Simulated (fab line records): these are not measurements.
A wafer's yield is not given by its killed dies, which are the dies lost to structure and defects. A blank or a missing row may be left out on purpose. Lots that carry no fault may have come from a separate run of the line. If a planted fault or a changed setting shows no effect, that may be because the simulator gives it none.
fab line records -- flow rit_cmos
record: lots: 14, wafers: 42, last_day: 7
route steps=202 shown PSD@143 M1@202
lots that met no fault: from a run of the same line without faults
start_h: hours from the record's opening day to when the first of the lot's shown wafers began -- wait_h: how many hours have passed since the lot's step before this one -- " as in the row above -- L1.1+2: several wafers, shown together as one row -- - either no value or no given start -- * or withheld: withheld -- < > ~ a bound
route shown NAME@n: a module of which the file shows steps, and the number in the route of the first -- usual: average and standard deviation across the fault-free wafers -- same: alike in all rows -- chamber/n: place in a boat -- sites: readings site by site -- _std_site: their standard deviation -- _edge_site: mean of outer sites minus mean of inner sites -- radius_mm: for every site, how far away it sits from the centre of the wafer -- mask NAME#n: copy n -- behind: the most recent tool/chamber to have shaped the wafer -- hold: the reason the lot was held/the length of the hold in hours/how it ended -- device: transistor that didn't switch, given as n, p or np -- end of line: the same wafers' tests at the end of the route -- a step with no rows: only its recipe -- killed: at the first sort, the dies lost to defects and structure; wafer yield is something else -- map: per-die view of a wafer (x killed, . not killed, _ where there is no die)
set.NAME: setting as actually run; set.NAME@STEP: the setting as run at that earlier step -- model.NAME: the simulator's own value behind a step, which no gauge read
steps of the route over a sample of lots; a table a step, a row a wafer
== steps ==
step: RIT_PSD_COAT_01
recipe: resist: NOVOLAK, spin_rpm: 3250, resist_thk_nm: 1000
usual: spin_speed_rpm: 3249.6/2.1
lot.wafer,tool,chamber,start_h,wait_h,spin_speed_rpm
L136.1,litho_track-04,0,58.00,0.1,3248.8
L136.2,litho_track-04,0,58.00,0.1,3246.8
L136.6,litho_track-04,0,58.00,0.1,3248.4
L137.1,litho_track-02,0,60.59,0.1,3251.5
L137.2,litho_track-02,0,60.59,0.1,3251.4
L137.3,litho_track-02,0,60.59,0.1,3247.7
L140.2,litho_track-04,0,78.24,0.1,3246.9
L140.3,litho_track-04,0,78.24,0.1,3249.0
L140.4,litho_track-04,0,78.24,0.1,3250.8
L141.1,litho_track-04,0,82.21,0.1,3251.7
L141.2,litho_track-04,0,82.21,0.1,3252.6
L141.3,litho_track-04,0,82.21,0.1,3249.6
L142.1,litho_track-04,0,85.80,0.1,3251.2
L142.3,litho_track-04,0,85.80,0.1,3250.5
L142.4,litho_track-04,0,85.80,0.1,3250.2
L143.1,litho_track-04,0,93.84,0.1,3249.5
L143.2,litho_track-04,0,93.84,0.1,3248.7
L143.4,litho_track-04,0,93.84,0.1,3250.0
L144.3,litho_track-03,0,94.97,0.1,3248.7
L144.5,litho_track-03,0,94.97,0.1,3252.0
L144.6,litho_track-03,0,94.97,0.1,3246.3
L149.1,litho_track-04,0,119.15,0.1,3944.5
L149.2,litho_track-04,0,119.15,0.1,3942.3
L149.3,litho_track-04,0,119.15,0.1,3942.7
L152.2,litho_track-04,0,139.14,0.1,3944.7
L152.4,litho_track-04,0,139.14,0.1,3943.9
L152.6,litho_track-04,0,139.14,0.1,3941.6
L153.1,litho_track-02,0,141.62,0.1,3248.8
L153.4,litho_track-02,0,141.62,0.1,3250.9
L153.5,litho_track-02,0,141.62,0.1,3250.7
L154.4,litho_track-02,0,143.72,0.1,3255.1
L154.5,litho_track-02,0,143.72,0.1,3251.0
L154.6,litho_track-02,0,143.72,0.1,3249.1
L156.1,litho_track-02,0,158.86,0.1,3249.4
L156.5,litho_track-02,0,158.86,0.1,3243.6
L156.6,litho_track-02,0,158.86,0.1,3248.9
L157.2,litho_track-02,0,163.11,0.1,3250.8
L157.4,litho_track-02,0,163.11,0.1,3251.2
L157.6,litho_track-02,0,163.11,0.1,3250.3
L158.2,litho_track-03,0,167.21,0.1,3254.9
L158.4,litho_track-03,0,167.21,0.1,3250.5
L158.5,litho_track-03,0,167.21,0.1,3251.2
step: RIT_M1_PROBE_99
usual: killed_at_contacts: 0.0/0.22, killed_at_front_end: 7/3.3, killed_dies: 7/3.3, killed_open: 3.3/1.9, killed_short: 3.6/2.1
same: gross_dies: 264, killed_at_M0_to_M3: 0, killed_at_M4_up: 0, killed_at_back_side: 0, killed_at_other: 0
lot.wafer,tool,chamber,start_h,wait_h,killed_at_contacts,killed_at_front_end,killed_dies,killed_open,killed_short
L140.2,prober-02,-,87.61,0.1,0,7,7,3,4
L140.3,prober-02,-,87.66,0.2,0,6,6,3,3
L140.4,prober-02,-,87.71,0.2,0,6,6,3,3
L142.1,prober-02,-,94.95,0.1,0,7,7,4,3
L142.3,prober-02,-,95.05,0.2,0,4,4,2,0
L142.4,prober-02,-,95.10,0.2,0,11,11,5,6
L143.1,prober-01,-,102.91,0.1,0,6,6,3,3
L143.2,prober-01,-,102.96,0.1,0,3,3,3,0
L143.4,prober-01,-,103.06,0.2,0,5,5,4,1
killed by level:class
L140.2 FOX1:geometric_particle:short=1 FOX1:geometric_particle:open=1 GATE:geometric_particle:open=1 REOX:geometric_particle:short=1 SPACER:geometric_particle:open=1 SPACER:geometric_particle:short=1 SILICIDE:geometric_particle:short=1
L140.3 GATE:geometric_particle:short=2 GATE:geometric_particle:open=1 REOX:geometric_particle:open=1 SPACER:geometric_particle:open=1 SPACER:geometric_particle:short=1
L140.4 REOX:geometric_particle:open=3 GATE:geometric_particle:short=1 REOX:geometric_particle:short=1 SPACER:geometric_particle:short=1
L142.1 FOX2:geometric_particle:open=2 SILICIDE:geometric_particle:open=2 FOX2:geometric_particle:short=1 GATE:geometric_particle:short=1 SILICIDE:geometric_particle:short=1
L142.3 ACTIVE:coat_microbubble_printed=2 ACTIVE:geometric_particle:open=1 GATE:geometric_particle:open=1
L142.4 FOX2:geometric_particle:open=2 GATE:geometric_particle:short=2 REOX:geometric_particle:short=2 FOX2:geometric_particle:short=1 REOX:geometric_particle:open=1 SPACER:geometric_particle:short=1 SPACER:geometric_particle:open=1 SILICIDE:geometric_particle:open=1
L143.1 FOX1:geometric_particle:short=2 FOX1:geometric_particle:open=2 GATE:geometric_particle:short=1 REOX:geometric_particle:open=1
L143.2 GATE:geometric_particle:open=2 SILICIDE:geometric_particle:open=1
L143.4 GATE:geometric_particle:open=2 SILICIDE:geometric_particle:open=2 FOX1:geometric_particle:short=1
== key ==
first_sign: step: RIT_PSD_COAT_01, reading: spin_speed_rpm, direction: up, sigmas: 99+, usual: 3249.6, struck: 3943.3
effect none on later readings
met_at RIT_PSD_COAT_01
struck_lots L149,L152
tester_left_out L149,L152
onset_between 93.84 119.15
fault: kind: process_parameter_drift, tool: litho_track-04, chamber: -, onset_h: 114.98, steps: RIT_PSD_COAT_01, channel: spin_rpm, offset: 694.32, shape: step, end_h: 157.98, acts_in: these_recipes_only, stated: 3250
tester_left_out: of these lots the tester's yield and bins aren't shown, on N5 and GAA mostly nor the transistor test; their killed dies are dies lost to structure and defects alone, not to doping, threshold or leakage, so they don't give the yield
